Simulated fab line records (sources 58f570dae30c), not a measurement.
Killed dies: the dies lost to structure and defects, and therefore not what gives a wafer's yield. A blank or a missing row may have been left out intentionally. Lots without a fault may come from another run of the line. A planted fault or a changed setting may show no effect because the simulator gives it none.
fab line records	flow berkeley-cmos170
record: lots: 14	wafers: 42	last-day: 11
route steps=331 shown GATE@142 NLDD@163
lots untouched by any fault: they come from a run of this same line in which no faults occurred
start-h: the number of hours between the record's first day and the start of the first shown wafer of the lot	wait-h: hours since the lot's step before	" unchanged from the row above	L1.1+2: a single row standing in for several wafers	- value missing, or start not given	* or withheld: withheld	< > ~ a bound
route shown NAME@n: a module of which the file shows steps, and the number in the route of the first	usual: average and standard deviation across the fault-free wafers	same: alike in all rows	chamber/n: place in a boat	sites: per-site readings	_std_site: the values' standard deviation	_edge_site: inner sites' mean taken away from outer sites' mean	radius-mm: for every site, how far away it sits from the centre of the wafer	mask NAME#n: copy n	behind: tool/chamber where the wafer was last shaped	hold: cause of the lot's hold/its duration in hours/its outcome	device: whichever transistor did not switch (one of n, p or np)	end of line: the same wafers' tests at the end of the route	where a step has no rows: the recipe by itself	killed: at the first sort, the dies lost to defects and structure; wafer yield is something else	map: shows each die of a wafer: x if killed, . if not, _ if none is there
set.NAME: the setting as run; set.NAME@STEP: as run at that earlier step	model.NAME: the simulator's own value behind a step, which no gauge read
steps of the route over a sample of lots; a table a step, a row a wafer
services: from which hour (start-h, from the record's first day; less than 0 if before it) a tool's chamber was out of use, for how many hours, and why
== steps ==
step: UCB170_GATE_STRIP_16
recipe: chemistry: O2	power-w: 400	pressure-mtorr: 3500	platen-temp-c: withheld	o2-flow-sccm: 400	overash-fraction: 0.5
usual: drypump-motor-current-A: 5.7/0.42	oes-product-au: 0.724/0.0043
lot.wafer	tool	chamber	start-h	wait-h	drypump-motor-current-A	oes-product-au	rf-hours-counter-h
L627.2	plasma-asher-02	0	124.00	0.0	6.3	0.716	42
L627.3	"	1	"	"	5.9	0.729	-
L627.6	"	0	"	"	6.2	0.724	-
L625.1	plasma-asher-04	1	124.30	0.0	6.5	0.729	0
L625.4	"	1	"	"	6.5	0.726	-
L625.6	"	0	"	"	5.4	0.725	-
L630.1	plasma-asher-02	1	150.00	0.0	5.9	0.720	45
L630.5	"	0	"	"	6.2	0.713	-
L630.6	"	1	"	"	5.9	0.727	-
L635.2	plasma-asher-03	0	186.86	0.0	5.2	0.727	39
L635.5	"	0	"	"	5.2	0.729	-
L635.6	"	1	"	"	5.6	0.722	-
L637.3	plasma-asher-02	1	187.62	0.1	5.9	0.722	-
L637.5	"	1	"	"	5.9	0.727	-
L637.6	"	0	"	"	6.2	0.724	-
L641.2	plasma-asher-03	0	208.91	0.0	5.2	0.727	42
L641.5	"	0	"	"	5.2	0.727	-
L641.6	"	1	"	"	5.6	0.727	-
L643.2	plasma-asher-02	0	209.01	0.0	6.2	0.726	51
L643.3	"	1	"	"	5.9	0.725	-
L643.4	"	0	"	"	6.3	0.726	-
L642.2	plasma-asher-03	1	209.17	0.0	5.6	0.724	42
L642.3	"	0	"	"	5.2	0.720	-
L642.6	"	1	"	"	5.6	0.728	-
L640.1	plasma-asher-02	0	209.45	0.0	6.2	0.728	51
L640.3	"	0	"	"	6.3	0.723	-
L640.4	"	1	"	"	5.9	0.719	-
L644.2	plasma-asher-02	1	223.42	0.0	5.9	0.720	53
L644.3	"	1	"	"	5.9	0.725	-
L644.4	"	0	"	"	6.2	0.728	-
L645.2	plasma-asher-03	1	223.68	0.0	5.6	0.721	44
L645.4	"	1	"	"	5.6	0.720	-
L645.5	"	1	"	"	5.6	0.724	-
L647.1	plasma-asher-03	1	224.02	0.0	5.6	0.726	44
L647.3	"	0	"	"	5.2	0.717	-
L647.5	"	0	"	"	5.2	0.730	-
L646.2	plasma-asher-02	0	226.55	0.0	6.2	0.721	54
L646.3	"	0	"	"	6.2	0.721	-
L646.6	"	0	"	"	6.2	0.720	-
L648.1	plasma-asher-03	1	227.34	0.0	5.6	0.723	45
L648.4	"	1	"	"	5.6	0.722	-
L648.5	"	1	"	"	5.6	0.723	-
step: UCB170_NLDD_DEVELOP_05
recipe: developer: TMAH	develop-time-s: 45	resist: KrF	dev-temp-c: 21
usual: chill-plate-temp-C: 22.98/0.1	develop-time-s: 45/0	exhaust-pa: 44.9/0.85
lot.wafer	tool	chamber	start-h	wait-h	chill-plate-temp-C	develop-time-s	exhaust-pa
L627.2	litho-track-02	0	127	-	23.10	45	46.3
L627.3	"	0	"	"	22.94	45	46.5
L627.6	"	0	"	"	23.12	45	45.3
L625.1	litho-track-03	0	128	-	23.12	45	42.9
L625.4	"	0	"	"	23.18	45	44.5
L625.6	"	0	"	"	23.24	45	44.1
L630.1	litho-track-03	0	153	-	23.16	45	44.3
L630.5	"	0	"	"	22.94	45	45.9
L630.6	"	0	"	"	23.05	45	45.3
L635.2	litho-track-01	-	192	-	-	-	-
L635.5	"	-	"	"	-	-	-
L635.6	"	-	"	"	-	-	-
L637.3	litho-track-03	-	192	-	-	-	-
L637.5	"	-	"	"	-	-	-
L637.6	"	-	"	"	-	-	-
L641.2	litho-track-03	0	212	-	22.90	45	47.7
L641.5	"	0	213	-	22.99	45	45.5
L641.6	"	0	"	"	23.00	45	45.2
L643.2	litho-track-03	0	213	-	22.95	45	46.0
L643.3	"	0	"	"	22.91	45	45.3
L643.4	"	0	"	"	22.91	45	45.3
L642.2	litho-track-01	0	213	-	23.02	45	45.1
L642.3	"	0	"	"	23.11	45	45.3
L642.6	"	0	"	"	23.07	45	45.6
L640.1	litho-track-03	0	213	-	22.89	45	43.9
L640.3	"	0	"	"	22.92	45	45.3
L640.4	"	0	"	"	23.00	45	45.1
L647.1	litho-track-02	0	231	-	22.91	45	44.6
L647.3	"	0	"	"	23.13	45	43.9
L647.5	"	0	"	"	22.88	45	44.8
L644.2	litho-track-01	0	231	-	22.93	45	45.5
L644.3	"	0	"	"	23.04	45	46.9
L644.4	"	0	"	"	22.90	45	45.9
L645.2	litho-track-02	0	231	-	22.99	45	46.3
L645.4	"	0	"	"	23.08	45	44.2
L645.5	"	0	"	"	23.02	45	45.8
L646.2	litho-track-03	0	231	-	22.99	45	43.5
L646.3	"	0	"	"	23.02	45	45.1
L646.6	"	0	"	"	22.97	45	43.6
L648.1	litho-track-02	0	231	-	22.92	45	45.0
L648.4	"	0	"	"	23.00	45	44.4
L648.5	"	0	"	"	22.98	45	44.4
== services ==
tool	chamber	start-h	hours	kind
plasma-asher-04	-	108.75	9.0	pm
plasma-asher-04	0	108.75	9.0	vent-cycle
plasma-asher-04	1	108.75	9.0	vent-cycle
plasma-asher-04	0	117.75	-	clean
plasma-asher-04	1	117.75	-	clean
plasma-asher-04	-	202.84	14.6	pm
plasma-asher-04	-	223.09	10.2	repair
== key ==
first-sign: step: UCB170_NLDD_DEVELOP_05	reading: tool-record	direction: missing
effect none on later readings
met-at UCB170_NLDD_DEVELOP_05
struck-lots L635,L637
sort-left-out L635.2,L635.5,L635.6,L637.3,L637.5,L637.6
tester-left-out L635,L637
not-acting-at UCB170_GATE_STRIP_16
fault: kind: skipped-step-whole	tool: litho-track-01,litho-track-03	chamber: -	onset-h: 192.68	steps: UCB170_NLDD_DEVELOP_05	scope: struck-lots-only
tester-left-out: of these lots the tester's yield and bins aren't shown, on N5 and GAA mostly nor the transistor test; their killed dies are dies lost to structure and defects alone, not to doping, threshold or leakage, so they don't give the yield
sort-left-out: the simulated sort isn't trusted on such a fault, so these wafers' sort isn't shown, and their yield isn't known
